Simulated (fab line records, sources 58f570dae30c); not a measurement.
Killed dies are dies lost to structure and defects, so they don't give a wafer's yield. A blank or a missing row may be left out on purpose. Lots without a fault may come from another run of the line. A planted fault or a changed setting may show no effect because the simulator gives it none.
fab line records | flow berkeley_cmos170 | part 2 of 2: steps 25 to 35 of 35
record lots=5 wafers=15 last_day=13
route steps=331 shown SILICIDE@211 CONTACT@216 M1@238
lots that met no fault: from a run of the same line without faults
start_h: hours from the record's first day to the start of the lot's first wafer shown | wait_h: hours since the lot's step before | " the same as in the row above | L1.1+2: a row that stands for several wafers | - no value, or no start given | * or withheld: withheld | < > ~ a bound
route shown NAME@n: a module of which the file shows steps, and the number in the route of the first | usual: mean/standard deviation of fault-free wafers | same: alike in all rows | chamber/n: place in a boat | sites: the reading at each site | _std_site: their standard deviation | _edge_site: outer sites' mean less inner sites' | radius_mm: how far each site lies from the wafer's centre | mask NAME#n: copy n | behind: the tool/chamber that last shaped the wafer | hold: why the lot was held/for how many hours/how that ended | device: the transistor (n, p or np) that didn't switch | end of line: the same wafers' tests at the end of the route | a step without rows: its recipe alone | killed: dies lost to structure and defects at the first sort, not the wafer's yield | map: a wafer's dies, x killed, . not, _ none there
set.NAME: the setting as run; set.NAME@STEP: as run at that earlier step | model.NAME: the simulator's own value behind a step, which no gauge read
lots at some steps of the route; a table a step, a row a wafer
services: from which hour (start_h, from the record's first day; less than 0 if before it) a tool's chamber was out of use, for how many hours, and why
## steps
# step UCB170_CONTACT_STRIP_19
# recipe chemistry=O2 power_w=400 pressure_mtorr=3500 platen_temp_c=withheld o2_flow_sccm=400 overash_fraction=0.5
# usual drypump_motor_current_A=5.8/0.65 o2_flow_sccm=399.9/1.3 oes_product_au=0.725/0.0046
# same overash_fraction=0.5
# columns lot.wafer tool chamber start_h wait_h drypump_motor_current_A o2_flow_sccm oes_product_au rf_hours_counter_h
L078.3 plasma_asher-02 1 193.79 - 5.7 397.5 0.716 -
L078.5 " 1 " " 5.7 401.3 0.724 -
L078.6 " 0 " " 4.7 399.3 0.725 -
L080.1 plasma_asher-03 0 219.39 - 5.5 399.6 0.716 11
L080.2 " 1 " " 5.5 401.2 0.719 11
L080.5 " 0 " " 5.5 398.9 0.725 -
L091.2 plasma_asher-02 1 258.44 - 5.7 401.6 0.725 55
L091.3 " 1 " " 5.7 399.0 0.718 -
L091.5 " 1 " " 5.7 400.6 0.731 -
L096.3 plasma_asher-03 0 282.62 - 5.4 398.2 0.721 -
L096.4 " 1 " " 5.5 398.9 0.731 -
L096.5 " 1 " " 5.5 398.5 0.723 -
L094.1 plasma_asher-04 1 284.49 - 6.7 402.2 0.728 56
L094.4 " 1 " " 6.7 403.2 0.719 -
L094.6 " 1 " " 6.7 400.3 0.724 -
# step UCB170_CONTACT_CD_MEAS_90
# recipe target_cd_nm=700
# usual cd_nm=699.8/1.6
# columns lot.wafer tool chamber start_h wait_h cd_nm
L078.3 cd_sem-01 - 193.90 0.1 701.7
L078.5 " - " " 699.8
L078.6 " - " " 702.1
L080.1 cd_sem-01 - 219.57 0.1 701.2
L080.2 " - " " 700.2
L080.5 " - " " 700.3
L091.2 cd_sem-01 - 258.56 0.1 701.6
L091.3 " - " " 699.6
L091.5 " - " " 700.8
L096.3 cd_sem-01 - 282.73 0.1 699.1
L096.4 " - " " 699.5
L096.5 " - " " 699.6
L094.1 cd_sem-02 - 284.59 0.1 701.0
L094.4 " - " " 702.2
L094.6 " - " " 700.5
# step UCB170_CONTACT_CLEAN_20
# recipe chemistry=SPM temp_c=120 time_s=600
# columns lot.wafer tool chamber start_h wait_h
L078.3+5+6 wet_bench-01 3 193.98 0.1
L080.1+2+5 wet_bench-02 3 219.77 0.2
L091.2+3+5 wet_bench-02 2 258.66 0.1
L096.3+4+5 wet_bench-02 3 282.81 0.1
L094.1+4+6 wet_bench-01 1 284.71 0.1
# step UCB170_M1_SPUTTER_00
# recipe material=Al target_thk_nm=600 time_s=80 power_w=6000 chamber_pressure_pa=0.5
# usual cathode_dc_power_W=6000.0/1.1 throttle_valve_pct=29.9/0.92
# columns lot.wafer tool chamber start_h wait_h cathode_dc_power_W throttle_valve_pct
L078.3 pvd_sputter-02 - 194.17 0.0 5999.5 29.3
L078.5 " - " " 5999.6 31.1
L078.6 " - " " 5998.9 30.9
L080.1 pvd_sputter-02 - 219.95 0.0 6000.1 29.3
L080.2 " - " " 5997.5 29.6
L080.5 " - " " 5999.1 29.1
L091.2 pvd_sputter-02 - 258.83 0.0 5998.9 29.7
L091.3 " - " " 6001.2 30.5
L091.5 " - " " 6000.2 29.5
L096.3 pvd_sputter-03 - 283.00 0.0 5998.7 31.1
L096.4 " - " " 5999.4 30.5
L096.5 " - " " 5998.5 29.3
L094.1 pvd_sputter-02 - 284.89 0.0 6001.2 29.2
L094.4 " - " " 6001.8 31.1
L094.6 " - " " 6000.2 29.3
# step UCB170_M1_RS_MEAS_01
# recipe thk_meas_gauge=four-point-probe reads=Al_of_M1_SPUTTER_00
# usual M1_AL_RS=0.0486/0.00059
# columns lot.wafer tool chamber start_h wait_h M1_AL_RS[ohm/sq]
L078.3 film_metro-01 - 194.27 0.1 0.0484
L078.5 " - " " 0.0486
L078.6 " - " " 0.0482
L080.1 film_metro-03 - 220.01 0.0 0.0489
L080.2 " - " " 0.0490
L080.5 " - " " 0.0492
L091.2 film_metro-02 - 258.91 0.1 0.0487
L091.3 " - " " 0.0483
L091.5 " - " " 0.0491
L096.3 film_metro-02 - 283.10 0.1 0.0492
L096.4 " - " " 0.0490
L096.5 " - " " 0.0489
L094.1 film_metro-01 - 284.95 0.0 0.0500
L094.4 " - " " 0.0494
L094.6 " - " " 0.0500
# step UCB170_M1_THK_MEAS_02
# recipe thk_meas_gauge=xrf reads=Al_of_M1_SPUTTER_00
# usual M1_AL_THK=601/7.9
# columns lot.wafer tool chamber start_h wait_h M1_AL_THK[nm]
L078.3 film_metro-01 - 194.37 0.1 599
L078.5 " - " " 601
L078.6 " - " " 604
L080.1 film_metro-03 - 220.13 0.1 597
L080.2 " - " " 594
L080.5 " - " " 595
L091.2 film_metro-02 - 259.02 0.1 597
L091.3 " - " " 608
L091.5 " - " " 594
L096.3 film_metro-02 - 283.20 0.1 599
L096.4 " - " " 601
L096.5 " - " " 601
L094.1 film_metro-01 - 285.07 0.1 583
L094.4 " - " " 590
L094.6 " - " " 585
# step UCB170_M1_COAT_03
# recipe resist=BARC temp_c=withheld time_s=withheld spin_rpm=3000 resist_thk_nm=withheld
# usual exhaust_pa=45.2/0.97
# columns lot.wafer tool chamber start_h wait_h exhaust_pa
L078.3 litho_track-03 0 194.46 0.1 46.3
L078.5 " 0 " " 44.0
L078.6 " 0 " " 44.5
L080.1 litho_track-01 0 220.33 0.2 46.0
L080.2 " 0 " " 45.6
L080.5 " 0 " " 45.0
L091.2 litho_track-03 0 259.10 0.1 45.7
L091.3 " 0 " " 47.2
L091.5 " 0 " " 46.4
L096.3 litho_track-03 0 283.29 0.1 45.9
L096.4 " 0 " " 47.2
L096.5 " 0 " " 45.0
L094.1 litho_track-03 0 285.13 0.1 45.5
L094.4 " 0 " " 45.4
L094.6 " 0 " " 45.0
# step UCB170_M1_COAT_04
# recipe resist=KrF spin_rpm=1500 resist_thk_nm=900
# usual exhaust_pa=44.8/0.84
# columns lot.wafer tool chamber start_h wait_h exhaust_pa
L078.3 litho_track-03 0 - - 43.9
L078.5 " 0 " " 44.3
L078.6 " 0 " " 42.9
L080.1 litho_track-01 0 - - 43.6
L080.2 " 0 " " 44.0
L080.5 " 0 " " 44.4
L091.2 litho_track-03 0 - - 44.8
L091.3 " 0 " " 44.3
L091.5 " 0 " " 43.8
L096.3 litho_track-03 0 - - 43.6
L096.4 " 0 " " 44.6
L096.5 " 0 " " 43.9
L094.1 litho_track-03 0 - - 46.3
L094.4 " 0 " " 43.8
L094.6 " 0 " " 44.6
# step UCB170_M1_SOFTBAKE_05
# recipe resist=KrF temp_c=130 time_s=60
# usual exhaust_pa=45.1/0.85
# columns lot.wafer tool chamber start_h wait_h exhaust_pa
L078.3 litho_track-03 0 - - 44.7
L078.5 " 0 " " 44.9
L078.6 " 0 " " 45.1
L080.1 litho_track-01 0 - - 43.8
L080.2 " 0 " " 44.3
L080.5 " 0 " " 44.7
L091.2 litho_track-03 0 - - 43.7
L091.3 " 0 " " 45.0
L091.5 " 0 " " 44.6
L096.3 litho_track-03 0 - - 45.3
L096.4 " 0 " " 45.2
L096.5 " 0 " " 44.0
L094.1 litho_track-03 0 - - 44.2
L094.4 " 0 " " 44.8
L094.6 " 0 " " 45.4
# step UCB170_M1_EXPOSE_06
# recipe mask_id=METAL1 target_cd_nm=700 na=0.5 sigma_outer=0.6 source_shape=conventional dose_mj=21
# columns lot.wafer tool chamber start_h wait_h mask
L078.3+5+6 krf_scanner-02 0 194.90 - METAL1#0
L080.1+2+5 krf_scanner-01 0 221.02 - METAL1#0
L091.2+3+5 krf_scanner-02 0 259.54 - METAL1#0
L096.3+4+5 krf_scanner-02 0 283.84 - METAL1#0
L094.1+4+6 krf_scanner-02 0 285.58 - METAL1#0
# step UCB170_M1_PEB_07
# recipe peb_temp_c=130 peb_time_s=withheld resist=KrF
# usual exhaust_pa=45.2/0.85
# columns lot.wafer tool chamber start_h wait_h exhaust_pa
L078.3 litho_track-03 0 195.36 0.4 46.8
L078.5 " 0 " " 46.8
L078.6 " 0 " " 46.4
L080.1 litho_track-03 0 221.87 0.8 44.7
L080.2 " 0 " " 44.7
L080.5 " 0 " " 46.5
L091.2 litho_track-02 0 259.93 0.4 43.4
L091.3 " 0 " " 45.4
L091.5 " 0 " " 46.0
L096.3 litho_track-03 0 283.97 0.1 45.1
L096.4 " 0 " " 45.1
L096.5 " 0 " " 46.6
L094.1 litho_track-01 0 285.70 0.1 45.6
L094.4 " 0 " " 45.0
L094.6 " 0 " " 45.3
## services
# columns tool chamber start_h hours kind
lpcvd-01 - 178.43 0.8 pm
rie_diel-01 0 186.26 4.0 repair
plasma_asher-04 - 202.83 3.1 repair
krf_scanner-02 - 204.83 1.0 pm
krf_scanner-02 - 206.48 1.3 pm
krf_scanner-01 - 209.22 0.3 repair
krf_scanner-01 - 213.49 0.8 pm
plasma_asher-02 - 218.78 3.2 repair
rie_diel-04 2 228.82 8.6 repair
rie_diel-01 0 229.22 4.3 repair
pvd_sputter-01 - 235.11 4.4 repair
plasma_asher-04 - 238.91 6.1 repair
krf_scanner-01 - 269.32 4.0 pm
pvd_sputter-02 - 272.96 3.0 repair
lpcvd-02 - 282.50 2.8 pm
plasma_asher-03 - 282.71 4.3 repair
krf_scanner-01 - 283.39 1.0 pm
